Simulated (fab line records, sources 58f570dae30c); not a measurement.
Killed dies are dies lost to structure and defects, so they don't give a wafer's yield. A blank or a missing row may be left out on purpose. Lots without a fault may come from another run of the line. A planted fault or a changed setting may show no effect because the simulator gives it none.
A struck lot beside a sound one | flow berkeley_cmos170 | 14 steps out of a route of 331
Sound: wafers L169.1, L169.4, L169.5. Struck: wafers L173.2, L173.4, L173.6. The cause comes at the end.
At each step with rows: each side's tool, then ch and its chambers, then its first start. Under that, the readings that differ: sound wafers | struck wafers | difference of the means | sigmas: that difference in standard deviations of wafers without a fault.
alike: readings whose means differ by less than 2 such deviations, and words and numbers that are the same on both sides. not compared: withheld readings, readings that some wafer has no value for, bounds like >300 that may hide the same value, and numbers for which the record gives no deviation and whose values overlap.
The two part at a step that has a row with sigmas, a row that says differs or no value, or rows on one side only. Numbers that don't overlap but have no deviation are shown without sigmas and don't part them. A reading that every wafer of one side lacks parts them only if that side has two wafers or more.

first, 2 steps without rows for these wafers: UCB170_NWELL_ANNEAL_03 (time 900 s); UCB170_NWELL_CVD_04 (deposits Si3N4 from SiH2Cl2/NH3, target thk 224 nm, time 3360 s).
UCB170_NWELL_THK_MEAS_05:
  sound on film_metro-02, day 3 09:10; struck on film_metro-03, day 4 03:51
  reading                | sound             | struck            | difference | sigmas
  NWELL_NITRIDE_THK (nm) | 221.2 221.6 224.2 | 226.2 227.8 225.6 | +4.2       | +2
then, 6 steps without rows for these wafers: UCB170_NWELL_HMDS_06 (prime time 60 s); UCB170_NWELL_COAT_07 (resist thk 900 nm); UCB170_NWELL_SOFTBAKE_08 (time 60 s); UCB170_NWELL_EXPOSE_09 (exposes mask NWELL, target cd 3000 nm); UCB170_NWELL_PEB_10; UCB170_NWELL_DEVELOP_11 (develop time 45 s).
UCB170_NWELL_OVL_MEAS_12:
  sound on overlay-02, day 3 10:16; struck on overlay-02, day 4 05:12
  reading        | sound      | struck   | difference | sigmas
  NWELL_OVL (nm) | -10 -16 -4 | 12 10 10 | +21        | +3
UCB170_NWELL_ETCH_13: etches Si3N4 in CH3F/Ar/O2, stops on SiO2, target depth 246.4 nm, time 151.2 s.
  sound on rie_diel-02 ch 0,2, day 3 10:19; struck on rie_diel-03 ch 0,1,2, day 4 05:14
  alike: drypump_motor_current_A, oes_product_au, throttle_valve_pct
  not compared: rf_hours_counter_h
then, 1 step without rows for these wafers: UCB170_NWELL_IMPLANT_14.
UCB170_NWELL_STRIP_15: strips in O2.
  sound on plasma_asher-01 ch 0,1, day 3 10:34; struck on plasma_asher-01 ch 0,1, day 4 05:29
  no value came back on the struck wafers for chamber_pressure_mTorr (mTorr), drypump_motor_current_A (A), oes_product_au (a.u.), strip_time_to_endpoint_s (s); on the sound wafers chamber_pressure_mTorr (mTorr) reads 3497 3501 3496
  reading                                | sound | struck            | difference | sigmas
  model.KrF_of_NWELL_COAT_07.thk_nm (nm) | 0 0 0 | 720.8 723.3 720.5 | +721.5     |
  not compared: rf_hours_counter_h
UCB170_NWELL_TW_MEAS_16:
  sound on film_metro-01, day 3 10:40; struck on film_metro-02, day 4 05:35
  alike: NWELL_TW

WHERE THEY PART
First at UCB170_NWELL_THK_MEAS_05; last, within this record, at UCB170_NWELL_STRIP_15. Later steps at which nothing parts them and some readings are alike: UCB170_NWELL_TW_MEAS_16.

WHY: what the simulator had put in
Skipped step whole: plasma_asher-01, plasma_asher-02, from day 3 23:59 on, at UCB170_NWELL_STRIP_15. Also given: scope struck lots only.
